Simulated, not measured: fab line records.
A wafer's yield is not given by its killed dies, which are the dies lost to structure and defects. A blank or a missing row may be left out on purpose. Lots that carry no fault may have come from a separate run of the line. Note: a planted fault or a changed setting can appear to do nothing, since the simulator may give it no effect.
One fault through the eyes of 2 desks	flow berkeley-cmos170	each desk has only its own numbers; what lay behind them comes last

== AT THE METROLOGY DESK ==
What the gauges read for every lot (on any tool): the sampled wafers with a number, averaged. A lot is out of limits, marked OUT, if its mean lies more than 4 standard deviations from the usual mean; the brackets give that distance.
Columns: A = PSD_OVL at UCB170_PSD_OVL_MEAS_07, usual -1 nm; B = NSD_TW at UCB170_NSD_TW_MEAS_10, usual 4206; C = SILICIDE_TI_RS at UCB170_SILICIDE_RS_MEAS_02, usual 26.3 ohm/sq
lot	first seen here	A	B	C
L769	day 6 16:04	-1	4202	25.9
L768	day 6 17:27	-3	4217	27.1
L771	day 6 22:26	-8	4227	26.5
L772	day 6 22:35	-2	4147	26.2
L770	day 6 22:43	-1	4197	25.8
L774	day 7 15:53	-3	4213	26.1
L777	day 8 23:23	10	4228	26.0
L778	day 8 23:40	3	4170	26.3
L779	day 9 16:19	-4	4207	26.0
L781	day 9 16:40	5	4232	26.6
L783	day 10 13:11	3	4262	27.2
L789	day 11 07:12	4	4233	26.2
L790	day 12 12:13	-4	4211	26.5
This desk found nothing out of limits on any of the 13 lots.

== DESK OF THE TOOL OWNER: pvd-sputter-03 ==
The tool's own readings at UCB170_SILICIDE_SPUTTER_01 (material Ti, target thk 30 nm, time 25 s): means of the sampled wafers that have a number, for each lot that ran on this tool. A lot is out of limits, marked OUT, if its mean lies more than 4 standard deviations from the usual mean; the brackets give that distance.
Columns: A = throttle-valve-pct at UCB170_SILICIDE_SPUTTER_01, usual 29.8 %
lot	first seen here	A
L769	day 6 22:05	29.5
L770	day 7 02:25	29.3
L777	day 9 02:54	29.2
L779	day 9 20:03	30.9
L783	day 10 18:20	30.8
This desk found nothing out of limits on any of the 5 lots.

== ALL TOGETHER ==
Nothing out of limits was seen by the metrology desk.
Nothing out of limits was seen by the tool owner's desk.

== WHAT THE SIMULATOR PUT IN ==
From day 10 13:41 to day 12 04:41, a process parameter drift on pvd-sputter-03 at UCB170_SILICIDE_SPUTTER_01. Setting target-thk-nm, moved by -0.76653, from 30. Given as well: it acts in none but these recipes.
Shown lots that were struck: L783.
